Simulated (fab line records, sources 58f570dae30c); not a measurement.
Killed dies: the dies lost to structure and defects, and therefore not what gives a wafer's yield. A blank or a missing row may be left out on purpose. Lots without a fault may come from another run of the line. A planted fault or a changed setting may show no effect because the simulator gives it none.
Matching of chambers || flow berkeley_cmos170 || rie_si-01 running UCB170_GATE_ETCH_15: 4 sister chambers
The step etches poly-Si in HBr/Cl2, stops on SiO2, time 56.3 s, target depth 278.2 nm. 14 wafers are shown with their chamber, then 7 later ones without.

## WAFERS PAIRED WITH THEIR CHAMBERS
{"wafer": "L999.1", "chamber": 0, "throttle_valve_pct (%)": 26.38, "drypump_motor_current_A (A)": 6.1, "oes_product_au (a.u.)": 0.841}
{"wafer": "L999.3", "chamber": 1, "throttle_valve_pct (%)": 26.20, "drypump_motor_current_A (A)": 5.9, "oes_product_au (a.u.)": 0.827}
{"wafer": "L999.5", "chamber": 3, "throttle_valve_pct (%)": 26.65, "drypump_motor_current_A (A)": 6.0, "oes_product_au (a.u.)": 0.852}
{"wafer": "L100.2", "chamber": 3, "throttle_valve_pct (%)": 26.64, "drypump_motor_current_A (A)": 6.0, "oes_product_au (a.u.)": 0.860}
{"wafer": "L100.4", "chamber": 2, "throttle_valve_pct (%)": 26.58, "drypump_motor_current_A (A)": 6.0, "oes_product_au (a.u.)": 0.835}
{"wafer": "L100.6", "chamber": 2, "throttle_valve_pct (%)": 26.61, "drypump_motor_current_A (A)": 6.0, "oes_product_au (a.u.)": 0.838}
{"wafer": "L103.1", "chamber": 3, "throttle_valve_pct (%)": 26.65, "drypump_motor_current_A (A)": 6.0, "oes_product_au (a.u.)": 0.846}
{"wafer": "L103.3", "chamber": 1, "throttle_valve_pct (%)": 26.19, "drypump_motor_current_A (A)": 5.9, "oes_product_au (a.u.)": 0.829}
{"wafer": "L103.6", "chamber": 0, "throttle_valve_pct (%)": 26.37, "drypump_motor_current_A (A)": 6.1, "oes_product_au (a.u.)": 0.848}
{"wafer": "L102.4", "chamber": 0, "throttle_valve_pct (%)": 26.37, "drypump_motor_current_A (A)": 6.1, "oes_product_au (a.u.)": 0.845}
{"wafer": "L102.5", "chamber": 0, "throttle_valve_pct (%)": 26.38, "drypump_motor_current_A (A)": 6.1, "oes_product_au (a.u.)": 0.839}
{"wafer": "L102.6", "chamber": 1, "throttle_valve_pct (%)": 26.21, "drypump_motor_current_A (A)": 5.9, "oes_product_au (a.u.)": 0.840}
{"wafer": "L105.2", "chamber": 0, "throttle_valve_pct (%)": 26.37, "drypump_motor_current_A (A)": 6.0, "oes_product_au (a.u.)": 0.834}
{"wafer": "L105.4", "chamber": 2, "throttle_valve_pct (%)": 26.59, "drypump_motor_current_A (A)": 6.1, "oes_product_au (a.u.)": 0.839}

SIGNATURES (means of the wafers above)
{"reading": "throttle_valve_pct", "chamber 0": 26.3740, "chamber 1": 26.2000, "chamber 2": 26.5933, "chamber 3": 26.6467, "scatter within a chamber": 0.00924}
{"reading": "drypump_motor_current_A", "chamber 0": 6.080, "chamber 1": 5.900, "chamber 2": 6.033, "chamber 3": 6.000, "scatter within a chamber": 0.0383}
{"reading": "oes_product_au", "chamber 0": 0.84140, "chamber 1": 0.83200, "chamber 2": 0.83733, "chamber 3": 0.85267, "scatter within a chamber": 0.00568}
Rule: distance of a wafer from a chamber = root of the sum over the readings of ((wafer's reading minus chamber's mean) / reading's scatter) squared. The wafer belongs to the nearest chamber; if the next one is less than 2 further off, it can't be placed. How the scatter is found: for the shown wafers, subtract from each reading the mean of its chamber, square and add these, divide the total by (wafers less chambers), then take the root.

## WAFERS WITHOUT THEIR CHAMBER
{"wafer": "L105.6", "throttle_valve_pct (%)": 26.19, "drypump_motor_current_A (A)": 5.9, "oes_product_au (a.u.)": 0.822}
{"wafer": "L117.1", "throttle_valve_pct (%)": 26.63, "drypump_motor_current_A (A)": 6.0, "oes_product_au (a.u.)": 0.836}
{"wafer": "L117.2", "throttle_valve_pct (%)": 26.21, "drypump_motor_current_A (A)": 5.9, "oes_product_au (a.u.)": 0.825}
{"wafer": "L117.3", "throttle_valve_pct (%)": 26.38, "drypump_motor_current_A (A)": 6.1, "oes_product_au (a.u.)": 0.843}
{"wafer": "L122.1", "throttle_valve_pct (%)": 26.59, "drypump_motor_current_A (A)": 6.1, "oes_product_au (a.u.)": 0.832}
{"wafer": "L122.4", "throttle_valve_pct (%)": 26.64, "drypump_motor_current_A (A)": 6.0, "oes_product_au (a.u.)": 0.838}
{"wafer": "L122.6", "throttle_valve_pct (%)": 26.39, "drypump_motor_current_A (A)": 6.1, "oes_product_au (a.u.)": 0.842}

## CHAMBER TAKEN BY EACH
{"wafer": "L105.6", "from the rows above": 1, "in truth": 1}
{"wafer": "L117.1", "from the rows above": "can't be placed: 3 or 2", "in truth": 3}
{"wafer": "L117.2", "from the rows above": 1, "in truth": 1}
{"wafer": "L117.3", "from the rows above": 0, "in truth": 0}
{"wafer": "L122.1", "from the rows above": 2, "in truth": 2}
{"wafer": "L122.4", "from the rows above": 3, "in truth": 3}
{"wafer": "L122.6", "from the rows above": 0, "in truth": 0}
Correct placement for 6 of the 7. These rows do not allow placing 1 (true chamber among the candidates in 1). 0 placed wrongly.
